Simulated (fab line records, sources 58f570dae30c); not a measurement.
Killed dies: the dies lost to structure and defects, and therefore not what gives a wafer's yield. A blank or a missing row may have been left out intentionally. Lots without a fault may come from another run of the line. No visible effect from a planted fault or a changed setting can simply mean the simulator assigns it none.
Chamber matching -- flow berkeley cmos170 -- rie diel-04 running UCB170_ZERO_ETCH_06: 4 sister chambers
The step etches SiO2 in CHF3/CF4/Ar, time 12 s. 14 wafers are shown with their chamber, then 7 later ones without.

WAFERS WITH THEIR CHAMBER
wafer,chamber,throttle valve pct (%),oes product au (a.u.),CHF3_flow_sccm (sccm)
L760.1,2,9.39,0.611,49.90
L760.3,1,9.32,0.617,50.28
L760.6,3,9.12,0.609,50.09
L762.2,0,9.38,0.617,49.85
L762.4,1,9.32,0.611,50.16
L762.5,3,9.12,0.602,49.87
L764.4,3,9.11,0.610,50.08
L764.5,1,9.32,0.616,49.97
L764.6,0,9.39,0.611,49.93
L766.1,3,9.10,0.613,49.72
L766.4,0,9.41,0.615,49.71
L766.6,0,9.39,0.620,49.84
L770.1,0,9.42,0.621,50.02
L770.3,2,9.40,0.612,49.88

SIGNATURES (averages over the wafers above)
reading,chamber 0,chamber 1,chamber 2,chamber 3,scatter within a chamber
throttle valve pct,9.3980,9.3200,9.3950,9.1125,0.0119
oes product au,0.61680,0.61467,0.61150,0.60850,0.00389
CHF3_flow_sccm,49.8700,50.1367,49.8900,49.9400,0.141
Rule: a wafer's distance from a chamber is the root of the sum, over the readings, of the square of ((its reading less the chamber's mean) divided by the reading's scatter). If the next closest chamber is less than 2 further off than the closest, the wafer can't be placed; otherwise it belongs to the closest. The scatter is the square root of a quotient: the sum, over the shown wafers, of each reading's squared deviation from its chamber's mean, divided by wafers minus chambers.

WAFERS WITH NO CHAMBER GIVEN
wafer,throttle valve pct (%),oes product au (a.u.),CHF3_flow_sccm (sccm)
L770.5,9.38,0.610,49.88
L777.3,9.40,0.607,50.15
L777.4,9.31,0.613,50.01
L777.5,9.30,0.612,49.98
L778.3,9.38,0.599,50.10
L778.5,9.40,0.611,49.69
L778.6,9.10,0.610,49.88

CHAMBER TAKEN BY EACH
wafer,from the rows above,in truth
L770.5,can't be placed: 2 or 0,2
L777.3,can't be placed: 2 or 0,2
L777.4,1,1
L777.5,1,1
L778.3,can't be placed: 2 or 0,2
L778.5,can't be placed: 2 or 0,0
L778.6,3,3
3 of 7 placed correctly. Can't be placed from these rows: 4 (the true chamber is among the candidates in 4). Number placed wrongly: 0.
